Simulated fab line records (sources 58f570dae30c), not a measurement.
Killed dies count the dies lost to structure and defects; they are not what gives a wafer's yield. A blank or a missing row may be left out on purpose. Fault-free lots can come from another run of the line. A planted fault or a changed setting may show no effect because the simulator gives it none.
Code-filled problem report in 8D (eight disciplines) form + flow berkeley_cmos170 + the parts of the form that need people (team, actions taken, sign-off) are left out

1. PROBLEM STATEMENT
beam_energy_keV at UCB170_PSD_IMPLANT_08 reads a mean of 20.459 on 6 wafers of 2 lots; wafers without a fault read 20.000 with a standard deviation of 0.0061. Measured from the usual mean, that is +75 standard deviations.
The first sign was on wafer L625.1 at day 10 09:10, on implanter-02. The record holds 42 wafers of 14 lots with a number at this step. Rule for "out" (also "out of limits"): further than 4 standard deviations from the usual mean. All remaining wafers that have a number are taken as sound.

2. WHAT THIS IS AND IS NOT
| question                    | is                     | is not                                                                                       |
|-----------------------------|------------------------|----------------------------------------------------------------------------------------------|
| which readings at this step | beam_energy_keV        | -                                                                                            |
| which lots                  | L625, L628             | L617, L618, L619, L620, L621, L622, L623, L624, L633, L634, L635, L637                       |
| which wafers of those lots  | all that have a number | -                                                                                            |
| read on which tools         | implanter-02           | implanter-03, implanter-04                                                                   |
| when                        | from day 10 09:10      | up to then (21 sound wafers); but 15 sound wafers of L624, L633, L634, L635, L637 came after |

3. THE SUSPECTS, EACH WITH WHAT RULES IT OUT
Counting: any tool at a process step up to the reading is kept as a suspect provided that every lot that is out went through it and no sound lot did after the first of them.
- plasma_asher-01 at UCB170_PLDD_STRIP_10 (strips in O2): ruled out as a lasting fault. After its first lot that is out, L625 (day 9 22:20), sound lots L633, L635 ran on it.
- implanter-02 at UCB170_PSD_IMPLANT_08: kept. Every lot that is out went through it, starting with L625 (day 10 09:10), and after that it ran no sound lot; the last sound lot it ran before then is L622 (day 9 23:25). Its own readings are out on those wafers: beam_energy_keV.
After counting, what remains is implanter-02 at UCB170_PSD_IMPLANT_08.

4. THE CAUSE (what the simulator had put in)
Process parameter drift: implanter-02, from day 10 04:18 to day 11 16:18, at UCB170_PSD_IMPLANT_08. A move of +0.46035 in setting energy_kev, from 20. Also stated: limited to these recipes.
After counting, this tool was the only one left.

5. THE EFFECT CHAIN, in route order
Rows list readings where the struck wafers' mean (over those with a number) sits beyond 3 standard deviations from the usual. Only readings whose record carries a usual standard deviation are examined. hours: median over the lots of the time between each lot's start at the first step of this table that gives one and its start at this step. sigmas: the change, counted in usual standard deviations.
| hours | step                  | reading         | usual  | on struck wafers | change | sigmas |
|-------|-----------------------|-----------------|--------|------------------|--------|--------|
| 0     | UCB170_PSD_IMPLANT_08 | beam_energy_keV | 20.000 | 20.459           | +0.459 | +75    |
Its process steps:
- UCB170_PSD_IMPLANT_08

6. WHAT WOULD HAVE CAUGHT IT SOONER
The fault began at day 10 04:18; the first out-of-limits reading in this record came at day 10 09:10, 5 hours later.
